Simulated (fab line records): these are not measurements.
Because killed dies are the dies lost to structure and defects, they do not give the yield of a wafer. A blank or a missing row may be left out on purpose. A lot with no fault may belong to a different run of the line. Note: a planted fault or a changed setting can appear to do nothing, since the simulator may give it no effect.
Problem report in the 8D (eight disciplines) form, filled by code / flow rit cmos / the parts of the form that need people (team, actions taken, sign-off) are left out

1. PROBLEM STATEMENT
GATE_OVL at RIT_GATE_OVL_MEAS_17 reads a mean of -150.3 nm on 6 wafers of 2 lots; wafers without a fault read 0.0 nm with a standard deviation of 1.4. So: -99 or more standard deviations from the usual mean.
First seen on wafer L418.2, day 6 20:46, on overlay-01. At this step, 42 wafers from 14 lots have a number in the record. Rule for "out", or "out of limits": more than 4 standard deviations from the usual mean. The other wafers with a number count as sound.

2. WHAT IT IS, WHAT IT ISN'T
question=which readings at this step | is=GATE_OVL | is not=-
question=which lots | is=L418, L419 | is not=L401, L402, L403, L404, L405, L406, L408, L409, L410, L415, L422, L424
question=which wafers of those lots | is=all that have a number | is not=-
question=read on which gauges | is=overlay-01, overlay-02 | is not=-
question=when | is=from day 6 20:46 | is not=up to then (30 sound wafers); but 6 sound wafers of L422, L424 came after

3. SUSPECTS, AND WHAT RULES EACH OUT
Counting: any tool at a process step up to the reading is kept as a suspect provided that every lot that is out went through it and no sound lot did after the first of them.
- the gauge at RIT_GATE_OVL_MEAS_17: ruled out. 2 gauges (overlay-01, overlay-02) read the wafers that are out.
- iline stepper-01 at RIT_GATE_EXPOSE_13 (exposes mask M6, target cd 150 nm): kept. All lots that are out passed through it, beginning with L418 at day 6 20:16, and no sound lot followed; its final sound lot before that point was L409 at day 4 07:56.
After counting, what remains is iline stepper-01 at RIT_GATE_EXPOSE_13.

4. THE CAUSE (what the simulator had put in)
Scanner matching overlay: iline stepper-01, from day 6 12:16 on, at RIT_GATE_EXPOSE_13. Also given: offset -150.
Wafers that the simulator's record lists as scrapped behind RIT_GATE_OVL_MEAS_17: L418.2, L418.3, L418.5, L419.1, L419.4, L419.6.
Only this tool survived the counting.

5. SEQUENCE OF EFFECTS, ordered by route
Rows list readings where the struck wafers' mean (over those with a number) sits beyond 3 standard deviations from the usual. Only readings for which the record gives a usual standard deviation are gone through. hours: the time from each lot's start at the first step in this table that gives one to its start at this step, as a median over the lots. sigmas: the change in usual standard deviations.
hours=0; step=RIT_GATE_OVL_MEAS_17; reading=GATE_OVL; usual=0.0 nm; on struck wafers=-150.3; change=-150.3; sigmas=-99 or more

6. WHAT WOULD HAVE CAUGHT IT SOONER
The first out-of-limits reading at a measuring or inspecting step in this record came at day 6 20:46, 8 hours after the fault's start at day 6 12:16.
An alarm limit of 4 standard deviations would not have fired on the tool readings at RIT_GATE_EXPOSE_13 for which the record gives a usual standard deviation, since none of them was out on any struck wafer.
L419, from the lots that are out (2), started RIT_GATE_EXPOSE_13 on iline stepper-01 later than day 6 20:46. Holding the tool at that time would have saved it.
